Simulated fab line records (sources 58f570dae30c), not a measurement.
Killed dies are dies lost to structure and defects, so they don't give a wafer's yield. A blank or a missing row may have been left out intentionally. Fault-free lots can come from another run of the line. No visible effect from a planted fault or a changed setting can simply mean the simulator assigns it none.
fab line records / flow berkeley_cmos170
record lots=6 wafers=18 last_day=11
route steps=331 shown PVT@117 GATE@125 FIELD@126
lots untouched by any fault: they come from a run of this same line in which no faults occurred
start_h: hours from the record's first day to the start of the lot's first wafer shown / wait_h: hours from the lot's prior step to this one / " as in the row above / L1.1+2: several wafers, shown together as one row / - no value, or no start given / * or withheld: withheld / < > ~ a bound
route shown NAME@n: a module of which the file shows steps, and the number in the route of the first / usual: mean/standard deviation taken from wafers without a fault / same: alike in all rows / chamber/n: place in a boat / sites: per-site readings / _std_site: the values' standard deviation / _edge_site: mean of outer sites minus mean of inner sites / radius_mm: how far each site lies from the wafer's centre / mask NAME#n: copy n / behind: tool/chamber where the wafer was last shaped / hold: what put the lot on hold/how long, in hours/how the hold closed / device: which transistor (n, p or np) failed to switch / end of line: tests run on the same wafers once the route is complete / a step without rows: its recipe alone / killed: dies that structure and defects cost at the first sort, which is not the same as the wafer's yield / map: dies across one wafer; x = killed, . = not, _ = none there
set.NAME: the setting as run; set.NAME@STEP: as run at that earlier step / model.NAME: the simulator's own value behind a step, which no gauge read
certain route steps with their lots: each step a table, each wafer a row
services: from which hour (start_h, from the record's first day; less than 0 if before it) a tool's chamber was out of use, for how many hours, and why
## steps
# step UCB170_PVT_SOFTBAKE_02
# recipe resist=KrF temp_c=130 time_s=60
# step UCB170_PVT_EXPOSE_03
# recipe mask_id=NWELL target_cd_nm=3000 na=0.5 sigma_outer=0.6 source_shape=conventional dose_mj=30
# step UCB170_PVT_PEB_04
# recipe peb_temp_c=130 peb_time_s=withheld resist=KrF
# step UCB170_PVT_DEVELOP_05
# recipe developer=TMAH develop_time_s=45 resist=KrF dev_temp_c=21
# step UCB170_PVT_OVL_MEAS_06
# usual PVT_OVL=1/5.2
lot.wafer=L372.1 tool=overlay-01 chamber=- start_h=124.92 wait_h=- PVT_OVL[nm]=-1
lot.wafer=L372.2 tool=overlay-01 chamber=- start_h=124.92 wait_h=- PVT_OVL[nm]=6
lot.wafer=L372.3 tool=overlay-01 chamber=- start_h=124.92 wait_h=- PVT_OVL[nm]=2
lot.wafer=L390.4 tool=overlay-02 chamber=- start_h=207.30 wait_h=- PVT_OVL[nm]=-2
lot.wafer=L390.5 tool=overlay-02 chamber=- start_h=207.30 wait_h=- PVT_OVL[nm]=2
lot.wafer=L390.6 tool=overlay-02 chamber=- start_h=207.30 wait_h=- PVT_OVL[nm]=-3
lot.wafer=L387.2 tool=overlay-02 chamber=- start_h=207.56 wait_h=- PVT_OVL[nm]=11
lot.wafer=L387.3 tool=overlay-02 chamber=- start_h=207.56 wait_h=- PVT_OVL[nm]=15
lot.wafer=L387.4 tool=overlay-02 chamber=- start_h=207.56 wait_h=- PVT_OVL[nm]=6
lot.wafer=L391.3 tool=overlay-01 chamber=- start_h=207.63 wait_h=- PVT_OVL[nm]=-5
lot.wafer=L391.5 tool=overlay-01 chamber=- start_h=207.63 wait_h=- PVT_OVL[nm]=-4
lot.wafer=L391.6 tool=overlay-01 chamber=- start_h=207.63 wait_h=- PVT_OVL[nm]=3
lot.wafer=L386.1 tool=overlay-02 chamber=- start_h=207.89 wait_h=- PVT_OVL[nm]=2
lot.wafer=L386.2 tool=overlay-02 chamber=- start_h=207.89 wait_h=- PVT_OVL[nm]=6
lot.wafer=L386.6 tool=overlay-02 chamber=- start_h=207.89 wait_h=- PVT_OVL[nm]=-1
lot.wafer=L389.1 tool=overlay-01 chamber=- start_h=208.12 wait_h=- PVT_OVL[nm]=-2
lot.wafer=L389.3 tool=overlay-01 chamber=- start_h=208.12 wait_h=- PVT_OVL[nm]=-4
lot.wafer=L389.6 tool=overlay-01 chamber=- start_h=208.12 wait_h=- PVT_OVL[nm]=11
# step UCB170_PVT_IMPLANT_07
# recipe species=P dose_cm2=2e+12 energy_kev=30 tilt_deg=7
# step UCB170_PVT_STRIP_08
# recipe chemistry=O2 power_w=400 pressure_mtorr=3500 platen_temp_c=withheld o2_flow_sccm=400 overash_fraction=0.5
# usual drypump_motor_current_A=5.7/0.37 o2_flow_sccm=399.9/1.1 oes_product_au=0.734/0.0044 strip_time_to_endpoint_s=21.63/0.057
lot.wafer=L372.1 tool=plasma_asher-03 chamber=1 start_h=125.10 wait_h=0.1 drypump_motor_current_A=6.1 o2_flow_sccm=400.0 oes_product_au=0.731 rf_hours_counter_h=1 strip_time_to_endpoint_s=21.66
lot.wafer=L372.2 tool=plasma_asher-03 chamber=0 start_h=125.10 wait_h=0.1 drypump_motor_current_A=5.7 o2_flow_sccm=400.5 oes_product_au=0.734 rf_hours_counter_h=1 strip_time_to_endpoint_s=21.63
lot.wafer=L372.3 tool=plasma_asher-03 chamber=0 start_h=125.10 wait_h=0.1 drypump_motor_current_A=5.6 o2_flow_sccm=400.9 oes_product_au=0.740 rf_hours_counter_h=- strip_time_to_endpoint_s=21.61
lot.wafer=L390.4 tool=plasma_asher-01 chamber=0 start_h=207.50 wait_h=0.1 drypump_motor_current_A=5.1 o2_flow_sccm=399.2 oes_product_au=0.742 rf_hours_counter_h=- strip_time_to_endpoint_s=21.58
lot.wafer=L390.5 tool=plasma_asher-01 chamber=0 start_h=207.50 wait_h=0.1 drypump_motor_current_A=5.1 o2_flow_sccm=399.9 oes_product_au=0.732 rf_hours_counter_h=- strip_time_to_endpoint_s=21.64
lot.wafer=L390.6 tool=plasma_asher-01 chamber=1 start_h=207.50 wait_h=0.1 drypump_motor_current_A=5.8 o2_flow_sccm=400.9 oes_product_au=0.733 rf_hours_counter_h=- strip_time_to_endpoint_s=21.60
lot.wafer=L387.2 tool=plasma_asher-01 chamber=0 start_h=207.74 wait_h=0.1 drypump_motor_current_A=5.1 o2_flow_sccm=398.6 oes_product_au=0.728 rf_hours_counter_h=51 strip_time_to_endpoint_s=21.69
lot.wafer=L387.3 tool=plasma_asher-01 chamber=0 start_h=207.74 wait_h=0.1 drypump_motor_current_A=5.1 o2_flow_sccm=399.2 oes_product_au=0.735 rf_hours_counter_h=- strip_time_to_endpoint_s=21.71
lot.wafer=L387.4 tool=plasma_asher-01 chamber=1 start_h=207.74 wait_h=0.1 drypump_motor_current_A=5.8 o2_flow_sccm=400.8 oes_product_au=0.737 rf_hours_counter_h=- strip_time_to_endpoint_s=21.76
lot.wafer=L391.3 tool=plasma_asher-03 chamber=0 start_h=207.85 wait_h=0.1 drypump_motor_current_A=5.7 o2_flow_sccm=400.9 oes_product_au=0.733 rf_hours_counter_h=- strip_time_to_endpoint_s=21.72
lot.wafer=L391.5 tool=plasma_asher-03 chamber=1 start_h=207.85 wait_h=0.1 drypump_motor_current_A=6.1 o2_flow_sccm=398.8 oes_product_au=0.735 rf_hours_counter_h=- strip_time_to_endpoint_s=21.75
lot.wafer=L391.6 tool=plasma_asher-03 chamber=0 start_h=207.85 wait_h=0.1 drypump_motor_current_A=5.7 o2_flow_sccm=400.2 oes_product_au=0.735 rf_hours_counter_h=- strip_time_to_endpoint_s=21.74
lot.wafer=L386.1 tool=plasma_asher-01 chamber=0 start_h=208.07 wait_h=0.1 drypump_motor_current_A=5.1 o2_flow_sccm=401.5 oes_product_au=0.737 rf_hours_counter_h=51 strip_time_to_endpoint_s=21.59
lot.wafer=L386.2 tool=plasma_asher-01 chamber=1 start_h=208.07 wait_h=0.1 drypump_motor_current_A=5.8 o2_flow_sccm=400.2 oes_product_au=0.730 rf_hours_counter_h=51 strip_time_to_endpoint_s=21.62
lot.wafer=L386.6 tool=plasma_asher-01 chamber=1 start_h=208.07 wait_h=0.1 drypump_motor_current_A=5.8 o2_flow_sccm=401.9 oes_product_au=0.734 rf_hours_counter_h=- strip_time_to_endpoint_s=21.57
lot.wafer=L389.1 tool=plasma_asher-03 chamber=1 start_h=208.30 wait_h=0.1 drypump_motor_current_A=6.1 o2_flow_sccm=400.1 oes_product_au=0.736 rf_hours_counter_h=11 strip_time_to_endpoint_s=21.64
lot.wafer=L389.3 tool=plasma_asher-03 chamber=0 start_h=208.30 wait_h=0.1 drypump_motor_current_A=5.7 o2_flow_sccm=401.5 oes_product_au=0.736 rf_hours_counter_h=- strip_time_to_endpoint_s=21.64
lot.wafer=L389.6 tool=plasma_asher-03 chamber=0 start_h=208.30 wait_h=0.1 drypump_motor_current_A=5.7 o2_flow_sccm=400.5 oes_product_au=0.734 rf_hours_counter_h=- strip_time_to_endpoint_s=21.67
# step UCB170_PVT_TW_MEAS_09
# usual PVT_TW=505.7/3
lot.wafer=L372.1 tool=film_metro-02 chamber=- start_h=125.20 wait_h=0.1 PVT_TW=507.3
lot.wafer=L372.2 tool=film_metro-02 chamber=- start_h=125.20 wait_h=0.1 PVT_TW=504.9
lot.wafer=L372.3 tool=film_metro-02 chamber=- start_h=125.20 wait_h=0.1 PVT_TW=504.4
lot.wafer=L390.4 tool=film_metro-01 chamber=- start_h=207.60 wait_h=0.1 PVT_TW=506.8
lot.wafer=L390.5 tool=film_metro-01 chamber=- start_h=207.60 wait_h=0.1 PVT_TW=506.8
lot.wafer=L390.6 tool=film_metro-01 chamber=- start_h=207.60 wait_h=0.1 PVT_TW=508.3
lot.wafer=L387.2 tool=film_metro-01 chamber=- start_h=207.85 wait_h=0.1 PVT_TW=509.8
lot.wafer=L387.3 tool=film_metro-01 chamber=- start_h=207.85 wait_h=0.1 PVT_TW=508.7
lot.wafer=L387.4 tool=film_metro-01 chamber=- start_h=207.85 wait_h=0.1 PVT_TW=506.1
lot.wafer=L391.3 tool=film_metro-04 chamber=- start_h=207.94 wait_h=0.1 PVT_TW=504.0
lot.wafer=L391.5 tool=film_metro-04 chamber=- start_h=207.94 wait_h=0.1 PVT_TW=505.4
lot.wafer=L391.6 tool=film_metro-04 chamber=- start_h=207.94 wait_h=0.1 PVT_TW=504.9
lot.wafer=L386.1 tool=film_metro-02 chamber=- start_h=208.17 wait_h=0.1 PVT_TW=507.1
lot.wafer=L386.2 tool=film_metro-02 chamber=- start_h=208.17 wait_h=0.1 PVT_TW=503.3
lot.wafer=L386.6 tool=film_metro-02 chamber=- start_h=208.17 wait_h=0.1 PVT_TW=502.3
lot.wafer=L389.1 tool=film_metro-01 chamber=- start_h=208.40 wait_h=0.1 PVT_TW=508.7
lot.wafer=L389.3 tool=film_metro-01 chamber=- start_h=208.40 wait_h=0.1 PVT_TW=504.3
lot.wafer=L389.6 tool=film_metro-01 chamber=- start_h=208.40 wait_h=0.1 PVT_TW=504.3
# step UCB170_GATE_WET_ETCH_00
# recipe chemistry=dHF dilution=25:1 target=SiO2 temp_c=25 time_s=200
# step UCB170_FIELD_THK_MEAS_91
# recipe reads=SiO2_of_FIELD_OXIDATION_01
# usual FIELD_OXIDE_LEFT_2_THK=355/9.7
lot.wafer=L372.1 tool=film_metro-01 chamber=- start_h=125.33 wait_h=0.0 FIELD_OXIDE_LEFT_2_THK[nm]=354
lot.wafer=L372.2 tool=film_metro-01 chamber=- start_h=125.33 wait_h=0.0 FIELD_OXIDE_LEFT_2_THK[nm]=349
lot.wafer=L372.3 tool=film_metro-01 chamber=- start_h=125.33 wait_h=0.0 FIELD_OXIDE_LEFT_2_THK[nm]=349
lot.wafer=L390.4 tool=film_metro-02 chamber=- start_h=207.72 wait_h=0.0 FIELD_OXIDE_LEFT_2_THK[nm]=368
lot.wafer=L390.5 tool=film_metro-02 chamber=- start_h=207.72 wait_h=0.0 FIELD_OXIDE_LEFT_2_THK[nm]=357
lot.wafer=L390.6 tool=film_metro-02 chamber=- start_h=207.72 wait_h=0.0 FIELD_OXIDE_LEFT_2_THK[nm]=369
lot.wafer=L387.2 tool=film_metro-02 chamber=- start_h=207.97 wait_h=0.0 FIELD_OXIDE_LEFT_2_THK[nm]=351
lot.wafer=L387.3 tool=film_metro-02 chamber=- start_h=207.97 wait_h=0.0 FIELD_OXIDE_LEFT_2_THK[nm]=344
lot.wafer=L387.4 tool=film_metro-02 chamber=- start_h=207.97 wait_h=0.0 FIELD_OXIDE_LEFT_2_THK[nm]=354
lot.wafer=L391.3 tool=film_metro-01 chamber=- start_h=208.12 wait_h=0.0 FIELD_OXIDE_LEFT_2_THK[nm]=355
lot.wafer=L391.5 tool=film_metro-01 chamber=- start_h=208.12 wait_h=0.0 FIELD_OXIDE_LEFT_2_THK[nm]=347
lot.wafer=L391.6 tool=film_metro-01 chamber=- start_h=208.12 wait_h=0.0 FIELD_OXIDE_LEFT_2_THK[nm]=350
lot.wafer=L386.1 tool=film_metro-04 chamber=- start_h=208.30 wait_h=0.0 FIELD_OXIDE_LEFT_2_THK[nm]=354
lot.wafer=L386.2 tool=film_metro-04 chamber=- start_h=208.30 wait_h=0.0 FIELD_OXIDE_LEFT_2_THK[nm]=362
lot.wafer=L386.6 tool=film_metro-04 chamber=- start_h=208.30 wait_h=0.0 FIELD_OXIDE_LEFT_2_THK[nm]=363
lot.wafer=L389.1 tool=film_metro-02 chamber=- start_h=208.54 wait_h=0.0 FIELD_OXIDE_LEFT_2_THK[nm]=361
lot.wafer=L389.3 tool=film_metro-02 chamber=- start_h=208.54 wait_h=0.0 FIELD_OXIDE_LEFT_2_THK[nm]=361
lot.wafer=L389.6 tool=film_metro-02 chamber=- start_h=208.54 wait_h=0.0 FIELD_OXIDE_LEFT_2_THK[nm]=364
# step UCB170_GATE_OXIDATION_01
# recipe temp_c=850 ambient=O2 target_thk_a=66 ox_time_s=1800
# step UCB170_GATE_THK_MEAS_02
# recipe reads=SiO2_of_GATE_OXIDATION_01
# usual GATE_OXIDE_THK=6.64/0.1
lot.wafer=L372.1 tool=film_metro-01 chamber=- start_h=127.77 wait_h=0.0 GATE_OXIDE_THK[nm]=6.56
lot.wafer=L372.2 tool=film_metro-01 chamber=- start_h=127.77 wait_h=0.0 GATE_OXIDE_THK[nm]=6.60
lot.wafer=L372.3 tool=film_metro-01 chamber=- start_h=127.77 wait_h=0.0 GATE_OXIDE_THK[nm]=6.50
lot.wafer=L387.2 tool=film_metro-02 chamber=- start_h=211.62 wait_h=0.0 GATE_OXIDE_THK[nm]=6.63
lot.wafer=L387.3 tool=film_metro-02 chamber=- start_h=211.62 wait_h=0.0 GATE_OXIDE_THK[nm]=6.81
lot.wafer=L387.4 tool=film_metro-02 chamber=- start_h=211.62 wait_h=0.0 GATE_OXIDE_THK[nm]=6.73
lot.wafer=L391.3 tool=film_metro-03 chamber=- start_h=211.63 wait_h=0.0 GATE_OXIDE_THK[nm]=6.68
lot.wafer=L391.5 tool=film_metro-03 chamber=- start_h=211.63 wait_h=0.0 GATE_OXIDE_THK[nm]=6.68
lot.wafer=L391.6 tool=film_metro-03 chamber=- start_h=211.63 wait_h=0.0 GATE_OXIDE_THK[nm]=6.66
lot.wafer=L390.4 tool=film_metro-01 chamber=- start_h=211.64 wait_h=0.0 GATE_OXIDE_THK[nm]=6.65
lot.wafer=L390.5 tool=film_metro-01 chamber=- start_h=211.64 wait_h=0.0 GATE_OXIDE_THK[nm]=6.66
lot.wafer=L390.6 tool=film_metro-01 chamber=- start_h=211.64 wait_h=0.0 GATE_OXIDE_THK[nm]=6.68
lot.wafer=L386.1 tool=film_metro-02 chamber=- start_h=211.67 wait_h=0.1 GATE_OXIDE_THK[nm]=6.65
lot.wafer=L386.2 tool=film_metro-02 chamber=- start_h=211.67 wait_h=0.1 GATE_OXIDE_THK[nm]=6.75
lot.wafer=L386.6 tool=film_metro-02 chamber=- start_h=211.67 wait_h=0.1 GATE_OXIDE_THK[nm]=6.72
lot.wafer=L389.1 tool=film_metro-03 chamber=- start_h=211.67 wait_h=0.1 GATE_OXIDE_THK[nm]=6.59
lot.wafer=L389.3 tool=film_metro-03 chamber=- start_h=211.67 wait_h=0.1 GATE_OXIDE_THK[nm]=6.50
lot.wafer=L389.6 tool=film_metro-03 chamber=- start_h=211.67 wait_h=0.1 GATE_OXIDE_THK[nm]=6.53
# step UCB170_GATE_ANNEAL_03
# recipe temp_c=900 time_s=1800 ambient=N2
# usual spike_tc_centre_C=901.3/1.1 spike_tc_load_C=928/5.7 zone_power_load_pct=24.9/1.3
lot.wafer=L372.1 tool=furnace-03 chamber=0 start_h=128.43 wait_h=0.6 spike_tc_centre_C=902.2 spike_tc_load_C=923 zone_power_load_pct=22.9
lot.wafer=L372.2 tool=furnace-03 chamber=0 start_h=128.43 wait_h=0.6 spike_tc_centre_C=901.9 spike_tc_load_C=923 zone_power_load_pct=23.0
lot.wafer=L372.3 tool=furnace-03 chamber=0 start_h=128.43 wait_h=0.6 spike_tc_centre_C=903.4 spike_tc_load_C=922 zone_power_load_pct=23.0
lot.wafer=L386.1 tool=furnace-04 chamber=- start_h=213.43 wait_h=1.7 spike_tc_centre_C=- spike_tc_load_C=- zone_power_load_pct=-
lot.wafer=L386.2 tool=furnace-04 chamber=- start_h=213.43 wait_h=1.7 spike_tc_centre_C=- spike_tc_load_C=- zone_power_load_pct=-
lot.wafer=L386.6 tool=furnace-04 chamber=- start_h=213.43 wait_h=1.7 spike_tc_centre_C=- spike_tc_load_C=- zone_power_load_pct=-
lot.wafer=L387.2 tool=furnace-04 chamber=- start_h=213.43 wait_h=1.8 spike_tc_centre_C=- spike_tc_load_C=- zone_power_load_pct=-
lot.wafer=L387.3 tool=furnace-04 chamber=- start_h=213.43 wait_h=1.8 spike_tc_centre_C=- spike_tc_load_C=- zone_power_load_pct=-
lot.wafer=L387.4 tool=furnace-04 chamber=- start_h=213.43 wait_h=1.8 spike_tc_centre_C=- spike_tc_load_C=- zone_power_load_pct=-
lot.wafer=L389.1 tool=furnace-04 chamber=0 start_h=213.43 wait_h=1.7 spike_tc_centre_C=900.3 spike_tc_load_C=934 zone_power_load_pct=26.1
lot.wafer=L389.3 tool=furnace-04 chamber=0 start_h=213.43 wait_h=1.7 spike_tc_centre_C=900.9 spike_tc_load_C=934 zone_power_load_pct=25.7
lot.wafer=L389.6 tool=furnace-04 chamber=0 start_h=213.43 wait_h=1.7 spike_tc_centre_C=902.2 spike_tc_load_C=935 zone_power_load_pct=25.7
lot.wafer=L390.4 tool=furnace-04 chamber=0 start_h=213.43 wait_h=1.8 spike_tc_centre_C=900.5 spike_tc_load_C=933 zone_power_load_pct=26.2
lot.wafer=L390.5 tool=furnace-04 chamber=0 start_h=213.43 wait_h=1.8 spike_tc_centre_C=901.1 spike_tc_load_C=932 zone_power_load_pct=25.7
lot.wafer=L390.6 tool=furnace-04 chamber=0 start_h=213.43 wait_h=1.8 spike_tc_centre_C=901.0 spike_tc_load_C=932 zone_power_load_pct=26.4
lot.wafer=L391.3 tool=furnace-04 chamber=0 start_h=213.43 wait_h=1.8 spike_tc_centre_C=901.8 spike_tc_load_C=934 zone_power_load_pct=25.9
lot.wafer=L391.5 tool=furnace-04 chamber=0 start_h=213.43 wait_h=1.8 spike_tc_centre_C=901.0 spike_tc_load_C=934 zone_power_load_pct=26.1
lot.wafer=L391.6 tool=furnace-04 chamber=0 start_h=213.43 wait_h=1.8 spike_tc_centre_C=899.4 spike_tc_load_C=934 zone_power_load_pct=25.7
# step UCB170_GATE_CVD_04
# recipe material=poly-Si temp_c=610 precursor=SiH4 time_s=1440 pressure_mtorr=375 target_thk_nm=214 sih4_flow_sccm=120
## services
tool=plasma_asher-03 chamber=- start_h=108.75 hours=9.0 kind=pm
tool=plasma_asher-03 chamber=0 start_h=108.75 hours=9.0 kind=vent_cycle
tool=plasma_asher-03 chamber=1 start_h=108.75 hours=9.0 kind=vent_cycle
tool=plasma_asher-03 chamber=0 start_h=117.75 hours=- kind=clean
tool=plasma_asher-03 chamber=1 start_h=117.75 hours=- kind=clean
tool=furnace-03 chamber=- start_h=120.47 hours=2.7 kind=pm
tool=furnace-04 chamber=- start_h=131.73 hours=3.5 kind=pm
## key
first_sign step=UCB170_GATE_ANNEAL_03 reading=tool_record direction=missing
effect none on later readings
met_at UCB170_GATE_ANNEAL_03
struck_wafers L386.1,L386.2,L386.6,L387.2,L387.3,L387.4
later_rows_left_out L386.1,L386.2,L386.6,L387.2,L387.3,L387.4
sort_left_out L386.1,L386.2,L386.6,L387.2,L387.3,L387.4
tester_left_out L386,L387
fault kind=skipped_step_whole tool=furnace-04 chamber=- onset_h=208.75 steps=UCB170_GATE_ANNEAL_03 scope=struck_lots_only
# tester_left_out: of these lots the tester's yield and bins aren't shown, on N5 and GAA mostly nor the transistor test; their killed dies are dies lost to structure and defects alone, not to doping, threshold or leakage, so they don't give the yield
# sort_left_out: the simulated sort isn't trusted on such a fault, so these wafers' sort isn't shown, and their yield isn't known
# later_rows_left_out: the simulator's readings of these wafers behind a module that went badly wrong aren't trusted and aren't shown, but for the sort
